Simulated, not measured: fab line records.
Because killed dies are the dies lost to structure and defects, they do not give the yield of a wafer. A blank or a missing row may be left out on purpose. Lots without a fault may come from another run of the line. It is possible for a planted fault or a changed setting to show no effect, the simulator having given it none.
The tool behind it: which one? ; flow rit cmos ; 7 lots with 21 wafers sampled at 3 steps, on a route of 202 steps

== WHAT EACH GAUGE READ, for each wafer ==
RIT_SPACER_THK_MEAS_04.
lot;measured;on;SPACER_NITRIDE_THK (nm)
L464;day 3 16:58;film metro-03;252.3 253.3 250.2
L467;day 4 07:28;film metro-03;251.1 250.0 250.6
L469;day 4 17:53;film metro-04;250.5 248.0 251.6
L471;day 5 01:50;film metro-03;254.4 251.1 251.9
L473;day 5 11:49;film metro-02;252.5 250.5 252.9
L480;day 6 18:55;film metro-03;187.6 188.5 191.1
L486;day 8 02:43;film metro-02;248.0 248.2 248.5

== WHAT TOOL EACH LOT RAN ON (gives the tool, then ch and the chambers of the sampled wafers, and finally the start) ==
lot;RIT_GATE_STRIP_20;RIT_SPACER_CVD_03
L464;plasma asher-04 ch 0,1, day 3 04:29;lpcvd-02 ch 1, day 3 15:01
L467;plasma asher-01 ch 0,1, day 3 20:14;lpcvd-02 ch 1, day 4 05:33
L469;plasma asher-04 ch 0,1, day 4 08:05;lpcvd-02 ch 0, day 4 15:56
L471;plasma asher-02 ch 0,1, day 4 15:55;lpcvd-01 ch 1, day 4 23:54
L473;plasma asher-04 ch 0,1, day 5 01:38;lpcvd-01 ch 1, day 5 09:53
L480;plasma asher-04 ch 0,1, day 6 09:23;lpcvd-01 ch 0, day 6 17:00
L486;plasma asher-01 ch 0,1, day 7 15:00;lpcvd-02 ch 0, day 8 00:48
- RIT_GATE_STRIP_20: strips in O2, time 180 s.
- RIT_SPACER_CVD_03: deposits Si3N4 from SiH2Cl2/NH3, target thk 250 nm, time 3300 s.

== THE ANSWER, worked out from the rows above alone ==
Rule: what is usual is taken from the lots themselves. Put in order of their means at a reading, lots are off if they are a third of the lots or fewer, leave a main group of 4 or more, and stand apart from it by a gap of 3 or more times the standard deviation of the main group's means; of several such gaps the widest counts. A main group is skipped when, at the precision printed for the reading in the tables above, its means are all equal. A lot without any number at a reading at which 4 lots or more have one is off too. The other lots that the step has rows for count as sound.
Off: L480, seen at RIT_SPACER_THK_MEAS_04 (SPACER_NITRIDE_THK). Main group: mean 250.9 nm, sd 1.5.
If a tool, at a process step before that reading, ran all the lots that are off and no sound lot after the first of them, it fits. The gauges at RIT_SPACER_THK_MEAS_04 are tried like those tools. Can't be told from this: 3 tools fit, plasma asher-04 at RIT_GATE_STRIP_20, lpcvd-01 at RIT_SPACER_CVD_03, film metro-03 at RIT_SPACER_THK_MEAS_04.

== WHAT THE SIMULATOR HAD PUT IN ==
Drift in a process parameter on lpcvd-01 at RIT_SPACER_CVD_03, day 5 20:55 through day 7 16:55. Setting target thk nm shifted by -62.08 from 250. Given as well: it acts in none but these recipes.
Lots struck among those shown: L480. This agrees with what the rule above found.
